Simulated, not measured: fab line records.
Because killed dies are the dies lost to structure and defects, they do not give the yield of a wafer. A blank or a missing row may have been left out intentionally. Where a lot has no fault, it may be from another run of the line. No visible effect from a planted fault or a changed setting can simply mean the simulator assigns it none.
The tool behind it: which one? || flow ritCmos || route of 202 steps, sampled at 1 step: 6 lots, 18 wafers

## WHAT EACH GAUGE READ, for each wafer
RIT_ACTIVE_BOW_MEAS_00.
{"lot": "L520", "measured": "day 1 20:00", "on": "filmMetro-02", "INCOMING_BOW (um)": "-3 6 3"}
{"lot": "L525", "measured": "day 2 21:02", "on": "filmMetro-01", "INCOMING_BOW (um)": "-2 10 0"}
{"lot": "L527", "measured": "day 3 07:00", "on": "filmMetro-01", "INCOMING_BOW (um)": "7 9 -4"}
{"lot": "L530", "measured": "day 3 22:01", "on": "filmMetro-01", "INCOMING_BOW (um)": "-8 0 -6"}
{"lot": "L532", "measured": "day 4 08:00", "on": "filmMetro-02", "INCOMING_BOW (um)": "-9 7 -2"}
{"lot": "L535", "measured": "day 4 23:00", "on": "filmMetro-02", "INCOMING_BOW (um)": "-1 -5 -4"}

## WHICH TOOL RAN EACH LOT (tool, then ch and the chambers of the sampled wafers, then the start)
No process step before these readings appears in the record.

## THE ANSWER, worked out from the rows above alone
Rule: the usual values come from the lots themselves. The widest of any qualifying gaps counts: lots, ordered by their means at a reading, are off when they make up no more than a third of the lots, leave a main group of 4 or more, and stand apart from it by 3 or more times the standard deviation of that group's means. The tables above print the reading to a certain number of digits; a main group whose means all agree to those digits is not used. A lot without any number at a reading at which 4 lots or more have one is off too. Any other lot the step has rows for is counted as sound.
None of the lots is off at any reading shown; this tells nothing.

## WHAT THE SIMULATOR HAD PUT IN
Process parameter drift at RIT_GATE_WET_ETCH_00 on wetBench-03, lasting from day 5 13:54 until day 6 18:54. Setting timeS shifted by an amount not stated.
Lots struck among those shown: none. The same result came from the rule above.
